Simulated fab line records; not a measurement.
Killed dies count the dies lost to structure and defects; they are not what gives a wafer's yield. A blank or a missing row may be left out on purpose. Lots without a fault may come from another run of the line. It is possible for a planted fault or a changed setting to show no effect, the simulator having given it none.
Problem report in the 8D (eight disciplines) form, filled by code ; flow berkeley_cmos170 ; the parts of the form that need people (team, actions taken, sign-off) are left out

== 1. WHAT IS WRONG ==
Mean of platen_rpm at UCB170_V1_CMP_02: 66.00 rpm across 4 wafers in 3 lots; on wafers with no fault it is 60.00 rpm (standard deviation 0.04). So: +99 or more standard deviations from the usual mean.
The step: polishes SiO2.
The first sign was on wafer L340.4 at day 10 12:06, on cmp-01. The record has a number at this step for 45 wafers belonging to 15 lots. By rule, "out" or "out of limits" means more than 4 standard deviations away from the usual mean. Any other wafer with a number is counted as sound.

== 2. WHAT THIS IS AND IS NOT ==
question;is;is not
which readings at this step;platen_rpm;motor_current_A
which lots;L340, L341, L347;L330, L331, L332, L335, L336, L337, L338, L343, L346, L349, L350, L351
which wafers of those lots;L340.4, L341.2, L341.5, L347.6;L340.1, L340.6, L341.4, L347.3, L347.5
read on which tools;cmp-01;cmp-02
when;from day 10 12:06;"up to then (26 sound wafers); but 15 sound wafers of L341, L346, L347, L349, L350, L351 came after"

== 3. THE SUSPECTS, EACH WITH WHAT RULES IT OUT ==
Counting: if a tool at a process step up to the reading ran every lot that is out, it stays a suspect. Sound lots after the first of them don't rule it out here, since some wafers of a struck lot are sound.
- cmp-01 at UCB170_V1_CMP_02 (polishes SiO2): kept. It processed each lot that is out (first: L340, day 10 12:06); up to then, its last sound lot is L343 (day 10 06:38). Its own readings are out on those wafers: platen_rpm.
- Within cmp-01 at UCB170_V1_CMP_02: the wafers that are out ran in chamber 2; their sound lot-mates ran in chambers 0, 1, 3.
Remaining after the count: cmp-01 at UCB170_V1_CMP_02.

== 4. THE CAUSE (what the simulator had put in) ==
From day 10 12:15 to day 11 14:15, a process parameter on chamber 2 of cmp-01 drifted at UCB170_V1_CMP_02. Setting platen_rpm shifted by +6 from 60. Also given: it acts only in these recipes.
After counting, this tool was the only one left.

== 5. SEQUENCE OF EFFECTS, ordered by route ==
Each row: a reading whose mean over the struck wafers that have a number lies more than 3 standard deviations from the usual. Only readings for which the record gives a usual standard deviation are gone through. hours: the time from each lot's start at the first step in this table that gives one to its start at this step, as a median over the lots. sigmas: the change in usual standard deviations.
hours;step;reading;usual;on struck wafers;change;sigmas
0;UCB170_V1_CMP_02;platen_rpm;60.00 rpm;66.00;+6.00;+99 or more
The process steps in it:
- UCB170_V1_CMP_02: polishes SiO2.

== 6. WHAT WOULD HAVE CAUGHT IT SOONER ==
In this record the first reading out of limits was taken at day 10 12:06.
